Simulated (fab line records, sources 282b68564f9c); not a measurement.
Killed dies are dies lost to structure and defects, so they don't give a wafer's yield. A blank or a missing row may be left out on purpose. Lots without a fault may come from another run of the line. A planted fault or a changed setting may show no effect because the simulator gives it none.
Which tool did it? | flow rit_cmos | 6 lots, 18 wafers sampled, at 2 steps of a route of 202

WHAT THE GAUGES READ, wafer by wafer
RIT_GATE_OVL_MEAS_17.
lot  | measured    | on         | GATE_OVL (nm)
L326 | day 2 20:41 | overlay-01 | 0.9 -0.5 0.6
L328 | day 3 08:59 | overlay-01 | -0.5 0.2 -1.6
L331 | day 3 20:18 | overlay-02 | 1.3 0.7 1.0
L333 | day 4 08:29 | overlay-01 | -148.9 -150.0 -149.3 -147.9 -150.2 -149.0
L338 | day 5 08:17 | overlay-01 | 0.1 -2.2 -0.4
L341 | day 6 00:56 | overlay-01 | 1.1 0.0 1.3

WHICH TOOL RAN EACH LOT (tool, then ch and the chambers of the sampled wafers, then the start)
lot  | RIT_GATE_EXPOSE_13
L326 | iline_stepper-01 ch 0, day 2 20:11
L328 | iline_stepper-01 ch 0, day 3 08:29
L331 | iline_stepper-02 ch 0, day 3 19:47
L333 | iline_stepper-01 ch 0, day 4 08:01
L338 | iline_stepper-02 ch 0, day 5 07:46
L341 | iline_stepper-02 ch 0, day 6 00:22
- RIT_GATE_EXPOSE_13: exposes mask M6, target cd 150 nm.

THE ANSWER, worked out from the rows above alone
Rule: what is usual is taken from the lots themselves. Put in order of their means at a reading, lots are off if they are a third of the lots or fewer, leave a main group of 4 or more, and stand apart from it by a gap of 3 or more times the standard deviation of the main group's means; of several such gaps the widest counts. A main group whose means are all the same, to the digits that the tables above print for the reading, isn't used. A lot without any number at a reading at which 4 lots or more have one is off too. The other lots that the step has rows for count as sound.
Off: L333, at RIT_GATE_OVL_MEAS_17 (GATE_OVL). The main group: mean 0.1 nm, standard deviation 0.74.
A tool fits if, at a process step before that reading, it ran every lot that is off, and no sound lot after the first of them. The gauges at RIT_GATE_OVL_MEAS_17 are tried like those tools. One fits: iline_stepper-01 at RIT_GATE_EXPOSE_13. Its last sound lot is L328 (day 3 08:29), its first lot that is off L333 (day 4 08:01): a fault that began between those two fits.

WHAT THE SIMULATOR HAD PUT IN
Scanner matching overlay: iline_stepper-01, from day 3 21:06 on, at RIT_GATE_EXPOSE_13. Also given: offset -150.
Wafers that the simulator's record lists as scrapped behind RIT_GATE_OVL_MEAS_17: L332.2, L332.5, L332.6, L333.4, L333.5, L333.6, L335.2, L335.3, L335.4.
Lots struck among those shown: L333. The rule above found the same.
